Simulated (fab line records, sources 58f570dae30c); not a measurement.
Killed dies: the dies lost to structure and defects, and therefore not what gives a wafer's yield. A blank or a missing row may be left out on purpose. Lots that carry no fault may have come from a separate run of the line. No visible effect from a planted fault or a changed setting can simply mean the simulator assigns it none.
Split-lot trial -- flow berkeley_cmos170 -- 23 wafers read from 5 lots, route of 331 steps

## ON THE SPLIT
At UCB170_PWELL_CVD_05 (deposits Si3N4 from SiH2Cl2/NH3, target thk 220 nm, time 3300 s), the setting time_s was moved away from the recipe's 3300 s on 15 of the 23 wafers read, by -11.0% to +14.7%. For the rest of the wafers, this setting stayed at what the recipe calls for.

Split to reading: the file shows no intervening step.

## THE READING
PWELL_NITRIDE_THK, in nm, at UCB170_PWELL_THK_MEAS_06. On this fab line, fault-free wafers typically give 218.5 nm with a standard deviation of 1.9 nm.

wafer,"tool, chamber at the split","time_s as run, s",against the recipe,"PWELL_NITRIDE_THK, nm",against lot-mates on the recipe
L076.1,"lpcvd-02, 1",3300,recipe,218.8,-
L076.4,"lpcvd-02, 1",3300,recipe,221.4,-
L076.6,"lpcvd-02, 1",3300,recipe,217.9,-
L079.1,"-, -",2938,-11.0%,196.0,no lot-mate on the recipe
L079.2,"-, -",2938,-11.0%,196.5,no lot-mate on the recipe
L079.3,"-, -",2938,-11.0%,197.2,no lot-mate on the recipe
L079.4,"-, -",2938,-11.0%,197.3,no lot-mate on the recipe
L079.5,"-, -",2938,-11.0%,196.7,no lot-mate on the recipe
L081.1,"-, -",3300,recipe,216.7,-
L081.2,"-, -",3300,recipe,217.5,-
L081.3,"-, -",3300,recipe,219.3,-
L081.5,"-, -",3300,recipe,215.5,-
L081.6,"-, -",3300,recipe,216.8,-
L082.2,"-, -",3614,+9.5%,242.3,no lot-mate on the recipe
L082.3,"-, -",3614,+9.5%,241.8,no lot-mate on the recipe
L082.4,"-, -",3614,+9.5%,242.9,no lot-mate on the recipe
L082.5,"-, -",3614,+9.5%,243.0,no lot-mate on the recipe
L082.6,"-, -",3614,+9.5%,241.7,no lot-mate on the recipe
L084.1,"-, -",3785,+14.7%,251.6,no lot-mate on the recipe
L084.2,"-, -",3785,+14.7%,250.7,no lot-mate on the recipe
L084.4,"-, -",3785,+14.7%,250.2,no lot-mate on the recipe
L084.5,"-, -",3785,+14.7%,250.6,no lot-mate on the recipe
L084.6,"-, -",3785,+14.7%,250.1,no lot-mate on the recipe

THE FIT
A straight line over all 23 wafers: PWELL_NITRIDE_THK changes by +2.17 nm for each +1% of time_s; r = +1.00; the points scatter about the line by 1.9 nm.
Too few moved wafers with a lot-mate on the recipe to fit a line net of each lot's own level.

## THE WHOLE CHAIN: every reading that the file lists as answering this split, in the file's order
step,what it does,reading,change (the file's fit),r (the file's)
UCB170_PWELL_CVD_05,"deposits Si3N4 from SiH2Cl2/NH3, target thk 220 nm, time 3300 s","Si3N4_of_PWELL_CVD_05.thk_nm (the simulator's own value, which no gauge read)",+2.17 nm for each +1% of the setting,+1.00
UCB170_PWELL_THK_MEAS_06,,PWELL_NITRIDE_THK,+2.17 for each +1% of the setting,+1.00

## THE FILE'S OWN FIT
PWELL_NITRIDE_THK changes by +2.17 nm for each +1% of time_s, r = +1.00.
